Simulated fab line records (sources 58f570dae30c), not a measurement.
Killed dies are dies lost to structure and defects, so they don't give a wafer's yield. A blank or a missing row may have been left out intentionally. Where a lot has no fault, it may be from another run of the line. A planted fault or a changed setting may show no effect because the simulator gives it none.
Split-lot trial + flow berkeleyCmos170 + route with 331 steps; 5 lots, 23 wafers read

SPLIT DETAILS
At UCB170_PLDD_EXPOSE_03 (exposes mask PSELECT, target cd 1200 nm), the setting doseMj was moved away from the recipe's 30 on 6 of the 23 wafers read, by -7.4% to +5.4%. The other wafers ran this setting at the recipe's value.

FROM SPLIT TO READING: 1 step shown by the file between the two
- UCB170_PLDD_DEVELOP_05: develop time 45 s (also split here: developTimeS)

THE READING
cdNm (nm) at UCB170_PLDD_CD_MEAS_06, where the cd target is 1200 nm. Typical for fault-free wafers on this fab line: 1200.3 nm, with standard deviation 1.5 nm.

| wafer  | tool, chamber at the split | doseMj as run | against the recipe | cdNm, nm | against lot-mates on the recipe |
|--------|----------------------------|---------------|--------------------|----------|---------------------------------|
| L077.1 | krfScanner-01, 0           | 30            | recipe             | 1199.2   | -                               |
| L077.2 | krfScanner-01, 0           | 30            | recipe             | 1199.6   | -                               |
| L077.3 | krfScanner-01, 0           | 30            | recipe             | 1199.5   | -                               |
| L077.4 | krfScanner-01, 0           | 30            | recipe             | 1200.8   | -                               |
| L077.5 | krfScanner-01, 0           | 30            | recipe             | 1200.5   | -                               |
| L074.1 | krfScanner-02, 0           | 30            | recipe             | 1200.9   | -                               |
| L074.2 | krfScanner-02, 0           | 30.73         | +2.4%              | 1204.8   | +4.5                            |
| L074.3 | krfScanner-02, 0           | 30            | recipe             | 1200.0   | -                               |
| L074.4 | krfScanner-02, 0           | 30.73         | +2.4%              | 1203.8   | +3.5                            |
| L074.5 | krfScanner-02, 0           | 30            | recipe             | 1200.0   | -                               |
| L079.2 | krfScanner-01, 0           | 30            | recipe             | 1197.8   | -                               |
| L079.4 | krfScanner-01, 0           | 30            | recipe             | 1198.9   | -                               |
| L079.5 | krfScanner-01, 0           | 30            | recipe             | 1197.6   | -                               |
| L078.2 | krfScanner-01, 0           | 30            | recipe             | 1199.8   | -                               |
| L078.3 | krfScanner-01, 0           | 30            | recipe             | 1200.5   | -                               |
| L078.4 | krfScanner-01, 0           | 31.63         | +5.4%              | 1209.5   | +9.0                            |
| L078.5 | krfScanner-01, 0           | 31.63         | +5.4%              | 1210.1   | +9.6                            |
| L078.6 | krfScanner-01, 0           | 30            | recipe             | 1201.2   | -                               |
| L083.1 | krfScanner-02, 0           | 30            | recipe             | 1197.6   | -                               |
| L083.2 | krfScanner-02, 0           | 30            | recipe             | 1197.9   | -                               |
| L083.3 | krfScanner-02, 0           | 27.77         | -7.4%              | 1184.3   | -13.7                           |
| L083.4 | krfScanner-02, 0           | 27.77         | -7.4%              | 1183.8   | -14.2                           |
| L083.6 | krfScanner-02, 0           | 30            | recipe             | 1198.4   | -                               |

FIT RESULTS
A straight line over all 23 wafers: cdNm changes by +2.01 nm for each +1% of doseMj; r = +0.98; the points scatter about the line by 1.1 nm.
The same after taking each lot's own level away (the mean of its wafers on the recipe; 23 wafers): +1.81 nm for each +1%; r = +0.99; scatter 0.56 nm.
According to that fit, moving doseMj by its largest amount changes the reading by 13 nm.
Measured against the standard deviation above, the lots' own levels, which go from 1197.97 to 1200.50 nm, span 1.7 times it.
So the slope is not independent of the lot-to-lot level: the two fits are not the same.
Check: -13.5 nm against its lot-mates is what the line predicts for one of the wafers moved furthest among these (-7.4%) when that wafer is left out of the fit. Against them it came out at -13.7 nm.

THESE WAFERS: OTHER SPLITS
Other splits were also applied to these wafers ahead of the reading. Each is held against what the fit with the lots' levels taken away leaves over:
| other split on the same wafers      | wafers away from the commonest value | r with cdNm (lot level and that fit taken away) |
|-------------------------------------|--------------------------------------|-------------------------------------------------|
| UCB170_ZERO_COAT_01 spinRpm         | 5                                    | +0.24                                           |
| UCB170_ZERO_STRIP_07 o2FlowSccm     | 2                                    | -0.28                                           |
| UCB170_ACTIVE_OXIDATION_02 tempC    | 15                                   | +0.13                                           |
| UCB170_PFIELD_IMPLANT_07 energyKev  | 11                                   | +0.18                                           |
| UCB170_NVT_COAT_01 resistThkNm      | 9                                    | +0.01                                           |
| UCB170_NVT_IMPLANT_07 doseCm2       | 5                                    | +0.09                                           |
| UCB170_GATE_OXIDATION_01 oxTimeS    | 10                                   | +0.12                                           |
| UCB170_GATE_COAT_07 spinRpm         | 8                                    | +0.07                                           |
| UCB170_PLDD_DEVELOP_05 developTimeS | 7                                    | +0.02                                           |

FILE'S OWN FIT
cdNm changes by +1.8 nm for each +1% of doseMj, r = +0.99.
